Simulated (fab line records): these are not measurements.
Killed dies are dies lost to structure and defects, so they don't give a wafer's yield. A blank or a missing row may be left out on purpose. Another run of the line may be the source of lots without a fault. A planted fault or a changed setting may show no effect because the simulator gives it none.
The tool behind it: which one? / flow rit_cmos / Sampling: 7 lots, 21 wafers, 2 of 202 route steps

== WHAT EACH GAUGE READ, for each wafer ==
RIT_SPACER_THK_MEAS_04.
lot=L575; measured=day 3 06:52; on=film_metro-01; SPACER_NITRIDE_THK (nm)=247.6 248.8 248.8
lot=L577; measured=day 3 16:45; on=film_metro-03; SPACER_NITRIDE_THK (nm)=250.2 248.3 249.1
lot=L579; measured=day 4 04:05; on=film_metro-03; SPACER_NITRIDE_THK (nm)=247.9 247.7 247.4
lot=L585; measured=day 5 11:25; on=film_metro-03; SPACER_NITRIDE_THK (nm)=254.8 253.3 254.8
lot=L588; measured=day 6 07:47; on=film_metro-02; SPACER_NITRIDE_THK (nm)=289.5 287.8 289.4
lot=L592; measured=day 6 20:38; on=film_metro-02; SPACER_NITRIDE_THK (nm)=249.0 249.8 249.3
lot=L595; measured=day 7 08:49; on=film_metro-01; SPACER_NITRIDE_THK (nm)=250.2 250.8 249.7

== EACH LOT AND THE TOOL THAT RAN IT (in order: tool; ch and the chambers of the sampled wafers; start) ==
lot=L575; RIT_SPACER_CVD_03=lpcvd-01 ch 1, day 3 04:56
lot=L577; RIT_SPACER_CVD_03=lpcvd-01 ch 0, day 3 14:49
lot=L579; RIT_SPACER_CVD_03=lpcvd-02 ch 0, day 4 02:09
lot=L585; RIT_SPACER_CVD_03=lpcvd-01 ch 0, day 5 09:30
lot=L588; RIT_SPACER_CVD_03=lpcvd-02 ch 1, day 6 05:53
lot=L592; RIT_SPACER_CVD_03=lpcvd-01 ch 1, day 6 18:43
lot=L595; RIT_SPACER_CVD_03=lpcvd-01 ch 0, day 7 06:53
- RIT_SPACER_CVD_03: deposits Si3N4 from SiH2Cl2/NH3, target thk 250 nm, time 3300 s.

== THE ANSWER, worked out from the rows above alone ==
Rule: the usual values come from the lots themselves. The widest of any qualifying gaps counts: lots, ordered by their means at a reading, are off when they make up no more than a third of the lots, leave a main group of 4 or more, and stand apart from it by 3 or more times the standard deviation of that group's means. Not used: any main group whose means are identical at the precision the tables above print for the reading. Also off: a lot with no number at a reading for which 4 or more lots have one. The other lots that the step has rows for count as sound.
Off: at RIT_SPACER_THK_MEAS_04 (SPACER_NITRIDE_THK), L588. For the main group the mean is 249.9 nm and the standard deviation 2.1.
If a tool, at a process step before that reading, ran all the lots that are off and no sound lot after the first of them, it fits. The gauges at RIT_SPACER_THK_MEAS_04 are tried like those tools. One fits: RIT_SPACER_CVD_03 on lpcvd-02. A fault onset in the window from L579 (day 4 02:09, its last sound lot) to L588 (day 6 05:53, its first lot off) fits.

== WHAT WAS PUT IN BY THE SIMULATOR ==
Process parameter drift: lpcvd-02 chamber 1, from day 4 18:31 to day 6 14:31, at RIT_SPACER_CVD_03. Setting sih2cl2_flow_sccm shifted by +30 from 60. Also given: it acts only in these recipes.
Struck lots among those shown: L588. This agrees with what the rule above found.
